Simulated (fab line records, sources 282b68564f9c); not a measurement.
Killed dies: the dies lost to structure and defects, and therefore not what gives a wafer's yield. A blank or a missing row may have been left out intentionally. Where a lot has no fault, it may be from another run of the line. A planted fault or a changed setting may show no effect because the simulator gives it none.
Struck lot and sound lot, side by side    flow rit_cmos    43 steps out of a route of 202
Sound: wafers L200.3, L200.4, L200.5. Wafers L206.1, L206.2, L206.5 were the ones struck. The cause is given at the end.
For every step that has rows: the tool of each side, followed by ch and its chambers, followed by its first start. Under that, the readings that differ: sound wafers    struck wafers    difference of the means    sigmas: that difference in standard deviations of wafers without a fault.
alike: readings whose means differ by less than 2 such deviations, and words and numbers that are the same on both sides. not compared: withheld readings, readings that some wafer has no value for, bounds like >300 that may hide the same value, and numbers for which the record gives no deviation and whose values overlap.
Wherever a step has rows on one side only, a row that says differs or no value, or a row with sigmas, the two part there. Numbers that have no deviation but don't overlap get no sigmas and don't part them. A reading that every wafer of one side lacks parts them only if that side has two wafers or more.

RIT_ACTIVE_ETCH_13: etches Si3N4 in SF6, stops on SiO2, time 210 s, target depth 210 nm.
  sound on rie_diel-03 ch 0,1,2, day 2 06:34; struck on rie_diel-01 ch 0,1,3, day 3 13:01
  alike: drypump_motor_current_A, oes_product_au, throttle_valve_pct
  not compared: rf_hours_counter_h
RIT_ACTIVE_STRIP_14: strips in O2, time 180 s.
  sound on plasma_asher-02 ch 0,1, day 2 06:46; struck on plasma_asher-01 ch 0,1, day 3 13:11
reading                      sound        struck       difference  sigmas
drypump_motor_current_A (A)  6.5 5.9 6.5  4.9 5.3 4.9  -1.3        -2
  not compared: rf_hours_counter_h
RIT_ACTIVE_CD_MEAS_90 targets a cd of 1400 nm.
  struck on cd_sem-02, day 3 13:21; sound on cd_sem-01, day 2 06:55
  alike: cd_nm
then, 4 steps without rows for these wafers: RIT_ACTIVE_CLEAN_15 (cleans in SC1, time 600 s); RIT_ACTIVE_CLEAN_16 (cleans in dHF, time 30 s); RIT_ACTIVE_CLEAN_17 (cleans in SC2, time 600 s); RIT_FOX1_OXIDATION_00 (target thk 350.7 nm, ox time 1130 s).
RIT_FOX1_THK_MEAS_01:
  struck on film_metro-01, day 3 16:03; sound on film_metro-03, day 2 09:23
  alike: FOX1_OXIDE_THK
then, 2 steps without rows for these wafers: RIT_FOX1_WET_ETCH_02 (etches SiO2 in BOE, target depth 350 nm, time 390 s); RIT_FOX2_OXIDATION_00 (target thk 350.7 nm, ox time 1130 s).
RIT_FOX2_THK_MEAS_01:
  struck on film_metro-01, day 3 18:26; sound on film_metro-04, day 2 12:11
  alike: FOX2_OXIDE_THK
then, 1 step without rows for these wafers: RIT_FOX2_CLEAN_02 (cleans in dHF, time 180 s).
RIT_FOX2_WET_ETCH_03: etches Si3N4 in H3PO4, target depth 195 nm, time 2700 s.
  sound on wet_bench-04 ch 3, day 2 12:17; struck on wet_bench-04 ch 1, day 3 18:34
RIT_FOX2_THK_MEAS_90:
  struck on film_metro-02, day 3 19:19; sound on film_metro-01, day 2 13:08
  alike: FIELD_OXIDE_LEFT_1_THK
then, 6 steps without rows for these wafers: RIT_NWELL_HMDS_00 (prime time 60 s); RIT_NWELL_COAT_01 (resist thk 1300 nm); RIT_NWELL_SOFTBAKE_02 (time 60 s); RIT_NWELL_EXPOSE_03 (exposes mask M2, target cd 43900 nm); RIT_NWELL_PEB_04; RIT_NWELL_DEVELOP_05 (develop time 68 s).
RIT_NWELL_OVL_MEAS_06:
  struck on overlay-02, day 3 20:16; sound on overlay-01, day 2 14:04
  alike: NWELL_OVL
then, 2 steps without rows for these wafers: RIT_NWELL_HARDBAKE_07 (time 120 s); RIT_NWELL_IMPLANT_08.
RIT_NWELL_STRIP_09: strips in O2, time 180 s.
  sound on plasma_asher-04 ch 0,1, day 2 14:32; struck on plasma_asher-04 ch 0,1, day 3 20:41
  alike: drypump_motor_current_A
  not compared: rf_hours_counter_h
RIT_NWELL_TW_MEAS_10:
  struck on film_metro-03, day 3 20:52; sound on film_metro-02, day 2 14:41
  alike: NWELL_TW
then, 6 steps without rows for these wafers: RIT_PWELL_HMDS_00 (prime time 60 s); RIT_PWELL_COAT_01 (resist thk 1300 nm); RIT_PWELL_SOFTBAKE_02 (time 60 s); RIT_PWELL_EXPOSE_03 (exposes mask M3, target cd 43700 nm); RIT_PWELL_PEB_04; RIT_PWELL_DEVELOP_05 (develop time 68 s).
RIT_PWELL_OVL_MEAS_06:
  struck on overlay-02, day 3 21:59; sound on overlay-02, day 2 15:49
  alike: PWELL_OVL
then, 2 steps without rows for these wafers: RIT_PWELL_HARDBAKE_07 (time 120 s); RIT_PWELL_IMPLANT_08.
RIT_PWELL_STRIP_09: strips in O2, time 180 s.
  sound on plasma_asher-02 ch 0,1, day 2 16:19; struck on plasma_asher-03 ch 0,1, day 3 22:25
  alike: drypump_motor_current_A
  not compared: rf_hours_counter_h
RIT_PWELL_TW_MEAS_10:
  struck on film_metro-04, day 3 22:35; sound on film_metro-02, day 2 16:26
  alike: PWELL_TW
then, 1 step without rows for these wafers: RIT_WELLDRIVE_ANNEAL_00 (time 14700 s).
RIT_WELLDRIVE_RS_MEAS_01: uses a four-point probe to measure.
  struck on film_metro-03, day 4 04:16; sound on film_metro-02, day 2 22:38
  alike: NWELL_RS
RIT_WELLDRIVE_RS_MEAS_02: uses a four-point probe to measure.
  struck on film_metro-03, day 4 04:23; sound on film_metro-02, day 2 22:46
  alike: PWELL_RS
then, 3 steps without rows for these wafers: RIT_NRETRO_HMDS_00 (prime time 60 s); RIT_NRETRO_COAT_01 (resist thk 1300 nm); RIT_NRETRO_SOFTBAKE_02 (time 60 s).
RIT_M1_PROBE_99:
  struck on prober-02, day 5 12:39; sound on prober-02, day 4 05:26
reading              sound  struck    difference  sigmas
killed_at_front_end  7 6 9  38 35 42  +31         +10
killed_dies          7 6 9  38 35 42  +31         +10
killed_on_rim        1 2 3  12 11 13  +10         +7
  alike: killed_at_contacts, killed_open, killed_short

== WHERE THEY PART ==
At RIT_ACTIVE_STRIP_14 first; at RIT_M1_PROBE_99 last (within this record only).

WHY: whatever the simulator had introduced
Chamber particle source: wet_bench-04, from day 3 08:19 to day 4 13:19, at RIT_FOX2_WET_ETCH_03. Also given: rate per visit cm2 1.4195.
